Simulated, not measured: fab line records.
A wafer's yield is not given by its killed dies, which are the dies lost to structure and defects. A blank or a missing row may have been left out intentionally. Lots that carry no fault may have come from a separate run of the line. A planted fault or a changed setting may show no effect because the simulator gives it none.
fab line records || flow ritCmos
record: {"lots": 14, "wafers": 42, "lastDay": 8}
route steps=202 shown GATE@79 FOX2@80 M1@202
lots untouched by any fault: they come from a run of this same line in which no faults occurred
startH: start of the lot's first displayed wafer, in hours after the record's first day || waitH: hours elapsed since this lot's preceding step || " same as the row above || L1.1+2: one row covering several wafers at once || - no value, or no start was given || * or withheld: withheld || < > ~ a bound
route shown NAME@n: names a module that has steps shown in the file, with the first one's number in the route || usual: the fault-free wafers' mean and standard deviation || same: alike in all rows || chamber/n: place in a boat || sites: the reading at each site || _std_site: the standard deviation of these || _edge_site: inner sites' mean taken away from outer sites' mean || radiusMm: for every site, how far away it sits from the centre of the wafer || mask NAME#n: copy n || behind: the tool/chamber that last shaped the wafer || hold: the reason the lot was held/the length of the hold in hours/how it ended || device: whichever transistor did not switch (one of n, p or np) || end of line: at the end of the route, the tests of the same wafers || a step without rows: its recipe alone || killed: at the first sort, the dies lost to defects and structure; wafer yield is something else || map: dies across one wafer; x = killed, . = not, _ = none there
set.NAME: the setting as run; set.NAME@STEP: as run at that earlier step || model.NAME: the simulator's own value behind a step, which no gauge read
steps of the route over a sample of lots; a table a step, a row a wafer
== steps ==
step: RIT_GATE_CLEAN_04
recipe: {"chemistry": "dHF", "dilution": "50:1", "timeS": 60, "dry": "n2Spin"}
usual: {"runLengthS": "86.5/2.2"}
{"lot.wafer": "L467.2", "tool": "wetBench-03", "chamber": 0, "startH": 36.48, "waitH": 0.0, "runLengthS": 86.5}
{"lot.wafer": "L467.5", "tool": "wetBench-03", "chamber": 0, "startH": 36.48, "waitH": 0.0, "runLengthS": 86.5}
{"lot.wafer": "L467.6", "tool": "wetBench-03", "chamber": 0, "startH": 36.48, "waitH": 0.0, "runLengthS": 86.5}
{"lot.wafer": "L468.1", "tool": "wetBench-03", "chamber": 3, "startH": 43.19, "waitH": 0.0, "runLengthS": 86.1}
{"lot.wafer": "L468.3", "tool": "wetBench-03", "chamber": 3, "startH": 43.19, "waitH": 0.0, "runLengthS": 86.1}
{"lot.wafer": "L468.4", "tool": "wetBench-03", "chamber": 3, "startH": 43.19, "waitH": 0.0, "runLengthS": 86.1}
{"lot.wafer": "L469.3", "tool": "wetBench-01", "chamber": 1, "startH": 45.71, "waitH": 0.0, "runLengthS": 85.8}
{"lot.wafer": "L469.5", "tool": "wetBench-01", "chamber": 1, "startH": 45.71, "waitH": 0.0, "runLengthS": 85.8}
{"lot.wafer": "L469.6", "tool": "wetBench-01", "chamber": 1, "startH": 45.71, "waitH": 0.0, "runLengthS": 85.8}
{"lot.wafer": "L470.2", "tool": "wetBench-02", "chamber": 1, "startH": 49.17, "waitH": 0.0, "runLengthS": 84.4}
{"lot.wafer": "L470.5", "tool": "wetBench-02", "chamber": 1, "startH": 49.17, "waitH": 0.0, "runLengthS": 84.4}
{"lot.wafer": "L470.6", "tool": "wetBench-02", "chamber": 1, "startH": 49.17, "waitH": 0.0, "runLengthS": 84.4}
{"lot.wafer": "L475.1", "tool": "wetBench-02", "chamber": 2, "startH": 80.90, "waitH": 0.0, "runLengthS": 86.3}
{"lot.wafer": "L475.5", "tool": "wetBench-02", "chamber": 2, "startH": 80.90, "waitH": 0.0, "runLengthS": 86.3}
{"lot.wafer": "L475.6", "tool": "wetBench-02", "chamber": 2, "startH": 80.90, "waitH": 0.0, "runLengthS": 86.3}
{"lot.wafer": "L476.1", "tool": "wetBench-03", "chamber": 0, "startH": 84.66, "waitH": 0.0, "runLengthS": 92.9}
{"lot.wafer": "L476.2", "tool": "wetBench-03", "chamber": 0, "startH": 84.66, "waitH": 0.0, "runLengthS": 92.9}
{"lot.wafer": "L476.5", "tool": "wetBench-03", "chamber": 0, "startH": 84.66, "waitH": 0.0, "runLengthS": 92.9}
{"lot.wafer": "L477.2", "tool": "wetBench-02", "chamber": 0, "startH": 88.07, "waitH": 0.0, "runLengthS": 86.4}
{"lot.wafer": "L477.5", "tool": "wetBench-02", "chamber": 0, "startH": 88.07, "waitH": 0.0, "runLengthS": 86.4}
{"lot.wafer": "L477.6", "tool": "wetBench-02", "chamber": 0, "startH": 88.07, "waitH": 0.0, "runLengthS": 86.4}
{"lot.wafer": "L478.2", "tool": "wetBench-01", "chamber": 3, "startH": 92.74, "waitH": 0.0, "runLengthS": 86.2}
{"lot.wafer": "L478.3", "tool": "wetBench-01", "chamber": 3, "startH": 92.74, "waitH": 0.0, "runLengthS": 86.2}
{"lot.wafer": "L478.6", "tool": "wetBench-01", "chamber": 3, "startH": 92.74, "waitH": 0.0, "runLengthS": 86.2}
{"lot.wafer": "L480.2", "tool": "wetBench-01", "chamber": 3, "startH": 99.37, "waitH": 0.0, "runLengthS": 85.8}
{"lot.wafer": "L480.3", "tool": "wetBench-01", "chamber": 3, "startH": 99.37, "waitH": 0.0, "runLengthS": 85.8}
{"lot.wafer": "L480.5", "tool": "wetBench-01", "chamber": 3, "startH": 99.37, "waitH": 0.0, "runLengthS": 85.8}
{"lot.wafer": "L484.2", "tool": "wetBench-02", "chamber": 1, "startH": 125.21, "waitH": 0.0, "runLengthS": 84.2}
{"lot.wafer": "L484.3", "tool": "wetBench-02", "chamber": 1, "startH": 125.21, "waitH": 0.0, "runLengthS": 84.2}
{"lot.wafer": "L484.6", "tool": "wetBench-02", "chamber": 1, "startH": 125.21, "waitH": 0.0, "runLengthS": 84.2}
{"lot.wafer": "L486.2", "tool": "wetBench-02", "chamber": 0, "startH": 132.04, "waitH": 0.0, "runLengthS": 325.8}
{"lot.wafer": "L486.5", "tool": "wetBench-02", "chamber": 0, "startH": 132.04, "waitH": 0.0, "runLengthS": 325.8}
{"lot.wafer": "L486.6", "tool": "wetBench-02", "chamber": 0, "startH": 132.04, "waitH": 0.0, "runLengthS": 325.8}
{"lot.wafer": "L487.1", "tool": "wetBench-02", "chamber": 3, "startH": 137.45, "waitH": 0.0, "runLengthS": 328.3}
{"lot.wafer": "L487.2", "tool": "wetBench-02", "chamber": 3, "startH": 137.45, "waitH": 0.0, "runLengthS": 328.3}
{"lot.wafer": "L487.6", "tool": "wetBench-02", "chamber": 3, "startH": 137.45, "waitH": 0.0, "runLengthS": 328.3}
{"lot.wafer": "L489.2", "tool": "wetBench-03", "chamber": 0, "startH": 153.19, "waitH": 0.0, "runLengthS": 85.9}
{"lot.wafer": "L489.3", "tool": "wetBench-03", "chamber": 0, "startH": 153.19, "waitH": 0.0, "runLengthS": 85.9}
{"lot.wafer": "L489.5", "tool": "wetBench-03", "chamber": 0, "startH": 153.19, "waitH": 0.0, "runLengthS": 85.9}
{"lot.wafer": "L490.2", "tool": "wetBench-01", "chamber": 0, "startH": 161.95, "waitH": 0.0, "runLengthS": 87.2}
{"lot.wafer": "L490.3", "tool": "wetBench-01", "chamber": 0, "startH": 161.95, "waitH": 0.0, "runLengthS": 87.2}
{"lot.wafer": "L490.5", "tool": "wetBench-01", "chamber": 0, "startH": 161.95, "waitH": 0.0, "runLengthS": 87.2}
step: RIT_FOX2_THK_MEAS_91
recipe: {"reads": "SiO2_of_FOX2_OXIDATION_00"}
usual: {"FIELD_OXIDE_LEFT_2_THK": "257/6.4"}
{"lot.wafer": "L467.2", "tool": "filmMetro-03", "chamber": "-", "startH": 36.52, "waitH": 0.0, "FIELD_OXIDE_LEFT_2_THK[nm]": 258}
{"lot.wafer": "L467.5", "tool": "filmMetro-03", "chamber": "-", "startH": 36.52, "waitH": 0.0, "FIELD_OXIDE_LEFT_2_THK[nm]": 253}
{"lot.wafer": "L467.6", "tool": "filmMetro-03", "chamber": "-", "startH": 36.52, "waitH": 0.0, "FIELD_OXIDE_LEFT_2_THK[nm]": 255}
{"lot.wafer": "L468.1", "tool": "filmMetro-04", "chamber": "-", "startH": 43.22, "waitH": 0.0, "FIELD_OXIDE_LEFT_2_THK[nm]": 260}
{"lot.wafer": "L468.3", "tool": "filmMetro-04", "chamber": "-", "startH": 43.22, "waitH": 0.0, "FIELD_OXIDE_LEFT_2_THK[nm]": 258}
{"lot.wafer": "L468.4", "tool": "filmMetro-04", "chamber": "-", "startH": 43.22, "waitH": 0.0, "FIELD_OXIDE_LEFT_2_THK[nm]": 257}
{"lot.wafer": "L469.3", "tool": "filmMetro-04", "chamber": "-", "startH": 45.75, "waitH": 0.0, "FIELD_OXIDE_LEFT_2_THK[nm]": 269}
{"lot.wafer": "L469.5", "tool": "filmMetro-04", "chamber": "-", "startH": 45.75, "waitH": 0.0, "FIELD_OXIDE_LEFT_2_THK[nm]": 267}
{"lot.wafer": "L469.6", "tool": "filmMetro-04", "chamber": "-", "startH": 45.75, "waitH": 0.0, "FIELD_OXIDE_LEFT_2_THK[nm]": 265}
{"lot.wafer": "L470.2", "tool": "filmMetro-04", "chamber": "-", "startH": 49.21, "waitH": 0.0, "FIELD_OXIDE_LEFT_2_THK[nm]": 260}
{"lot.wafer": "L470.5", "tool": "filmMetro-04", "chamber": "-", "startH": 49.21, "waitH": 0.0, "FIELD_OXIDE_LEFT_2_THK[nm]": 263}
{"lot.wafer": "L470.6", "tool": "filmMetro-04", "chamber": "-", "startH": 49.21, "waitH": 0.0, "FIELD_OXIDE_LEFT_2_THK[nm]": 265}
{"lot.wafer": "L475.1", "tool": "filmMetro-04", "chamber": "-", "startH": 80.93, "waitH": 0.0, "FIELD_OXIDE_LEFT_2_THK[nm]": 260}
{"lot.wafer": "L475.5", "tool": "filmMetro-04", "chamber": "-", "startH": 80.93, "waitH": 0.0, "FIELD_OXIDE_LEFT_2_THK[nm]": 256}
{"lot.wafer": "L475.6", "tool": "filmMetro-04", "chamber": "-", "startH": 80.93, "waitH": 0.0, "FIELD_OXIDE_LEFT_2_THK[nm]": 258}
{"lot.wafer": "L476.1", "tool": "filmMetro-03", "chamber": "-", "startH": 84.68, "waitH": 0.0, "FIELD_OXIDE_LEFT_2_THK[nm]": 244}
{"lot.wafer": "L476.2", "tool": "filmMetro-03", "chamber": "-", "startH": 84.68, "waitH": 0.0, "FIELD_OXIDE_LEFT_2_THK[nm]": 249}
{"lot.wafer": "L476.5", "tool": "filmMetro-03", "chamber": "-", "startH": 84.68, "waitH": 0.0, "FIELD_OXIDE_LEFT_2_THK[nm]": 246}
{"lot.wafer": "L477.2", "tool": "filmMetro-04", "chamber": "-", "startH": 88.11, "waitH": 0.0, "FIELD_OXIDE_LEFT_2_THK[nm]": 271}
{"lot.wafer": "L477.5", "tool": "filmMetro-04", "chamber": "-", "startH": 88.11, "waitH": 0.0, "FIELD_OXIDE_LEFT_2_THK[nm]": 266}
{"lot.wafer": "L477.6", "tool": "filmMetro-04", "chamber": "-", "startH": 88.11, "waitH": 0.0, "FIELD_OXIDE_LEFT_2_THK[nm]": 280}
{"lot.wafer": "L478.2", "tool": "filmMetro-01", "chamber": "-", "startH": 92.78, "waitH": 0.0, "FIELD_OXIDE_LEFT_2_THK[nm]": 251}
{"lot.wafer": "L478.3", "tool": "filmMetro-01", "chamber": "-", "startH": 92.78, "waitH": 0.0, "FIELD_OXIDE_LEFT_2_THK[nm]": 246}
{"lot.wafer": "L478.6", "tool": "filmMetro-01", "chamber": "-", "startH": 92.78, "waitH": 0.0, "FIELD_OXIDE_LEFT_2_THK[nm]": 251}
{"lot.wafer": "L480.2", "tool": "filmMetro-01", "chamber": "-", "startH": 99.40, "waitH": 0.0, "FIELD_OXIDE_LEFT_2_THK[nm]": 261}
{"lot.wafer": "L480.3", "tool": "filmMetro-01", "chamber": "-", "startH": 99.40, "waitH": 0.0, "FIELD_OXIDE_LEFT_2_THK[nm]": 259}
{"lot.wafer": "L480.5", "tool": "filmMetro-01", "chamber": "-", "startH": 99.40, "waitH": 0.0, "FIELD_OXIDE_LEFT_2_THK[nm]": 253}
{"lot.wafer": "L484.2", "tool": "filmMetro-04", "chamber": "-", "startH": 125.24, "waitH": 0.0, "FIELD_OXIDE_LEFT_2_THK[nm]": 255}
{"lot.wafer": "L484.3", "tool": "filmMetro-04", "chamber": "-", "startH": 125.24, "waitH": 0.0, "FIELD_OXIDE_LEFT_2_THK[nm]": 252}
{"lot.wafer": "L484.6", "tool": "filmMetro-04", "chamber": "-", "startH": 125.24, "waitH": 0.0, "FIELD_OXIDE_LEFT_2_THK[nm]": 259}
{"lot.wafer": "L486.2", "tool": "filmMetro-01", "chamber": "-", "startH": 132.08, "waitH": "-", "FIELD_OXIDE_LEFT_2_THK[nm]": 230}
{"lot.wafer": "L486.5", "tool": "filmMetro-01", "chamber": "-", "startH": 132.08, "waitH": "-", "FIELD_OXIDE_LEFT_2_THK[nm]": 230}
{"lot.wafer": "L486.6", "tool": "filmMetro-01", "chamber": "-", "startH": 132.08, "waitH": "-", "FIELD_OXIDE_LEFT_2_THK[nm]": 230}
{"lot.wafer": "L487.1", "tool": "filmMetro-01", "chamber": "-", "startH": 137.47, "waitH": "-", "FIELD_OXIDE_LEFT_2_THK[nm]": 232}
{"lot.wafer": "L487.2", "tool": "filmMetro-01", "chamber": "-", "startH": 137.47, "waitH": "-", "FIELD_OXIDE_LEFT_2_THK[nm]": 237}
{"lot.wafer": "L487.6", "tool": "filmMetro-01", "chamber": "-", "startH": 137.47, "waitH": "-", "FIELD_OXIDE_LEFT_2_THK[nm]": 235}
{"lot.wafer": "L489.2", "tool": "filmMetro-01", "chamber": "-", "startH": 153.22, "waitH": 0.0, "FIELD_OXIDE_LEFT_2_THK[nm]": 251}
{"lot.wafer": "L489.3", "tool": "filmMetro-01", "chamber": "-", "startH": 153.22, "waitH": 0.0, "FIELD_OXIDE_LEFT_2_THK[nm]": 247}
{"lot.wafer": "L489.5", "tool": "filmMetro-01", "chamber": "-", "startH": 153.22, "waitH": 0.0, "FIELD_OXIDE_LEFT_2_THK[nm]": 250}
{"lot.wafer": "L490.2", "tool": "filmMetro-03", "chamber": "-", "startH": 161.98, "waitH": 0.0, "FIELD_OXIDE_LEFT_2_THK[nm]": 252}
{"lot.wafer": "L490.3", "tool": "filmMetro-03", "chamber": "-", "startH": 161.98, "waitH": 0.0, "FIELD_OXIDE_LEFT_2_THK[nm]": 254}
{"lot.wafer": "L490.5", "tool": "filmMetro-03", "chamber": "-", "startH": 161.98, "waitH": 0.0, "FIELD_OXIDE_LEFT_2_THK[nm]": 254}
step: RIT_M1_PROBE_99
usual: {"killed_at_M0_to_M3": "0.0/0.083", "killedAtFrontEnd": "7/3.1", "killedDies": "7/3.1", "killedOpen": "3.6/2.2", "killedShort": "3.4/2.1"}
same: {"grossDies": 264, "killed_at_M4_up": 0, "killedAtBackSide": 0, "killedAtContacts": 0, "killedAtOther": 0}
{"lot.wafer": "L486.6", "tool": "prober-01", "chamber": "-", "startH": 170.26, "waitH": 0.2, "killed_at_M0_to_M3": 0, "killedAtFrontEnd": 7, "killedDies": 7, "killedOpen": 5, "killedShort": 2}
killed by level:class
L486.6 GATE:geometricParticle:open=2 REOX:geometricParticle:open=2 FOX2:geometricParticle:short=1 FOX2:geometricParticle:open=1 GATE:geometricParticle:short=1
== key ==
firstSign: {"step": "RIT_GATE_CLEAN_04", "reading": "runLengthS", "direction": "up", "sigmas": "99+", "usual": "*", "struck": "*"}
effect: {"step": "RIT_FOX2_THK_MEAS_91", "reading": "FIELD_OXIDE_LEFT_2_THK", "direction": "down", "sigmas": 4, "usual": 257, "struck": 232}
metAt RIT_GATE_CLEAN_04
struckLots L486,L487
testerLeftOut L486,L487
onsetBetween 125.21 132.04
fault: {"kind": "processParameterDrift", "tool": "wetBench-02", "chamber": "-", "onsetH": 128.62, "steps": "RIT_GATE_CLEAN_04", "channel": "timeS", "offset": "*", "shape": "step", "endH": 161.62, "actsIn": "*", "stated": "*"}
testerLeftOut: of these lots the tester's yield and bins aren't shown, on N5 and GAA mostly nor the transistor test; their killed dies are dies lost to structure and defects alone, not to doping, threshold or leakage, so they don't give the yield
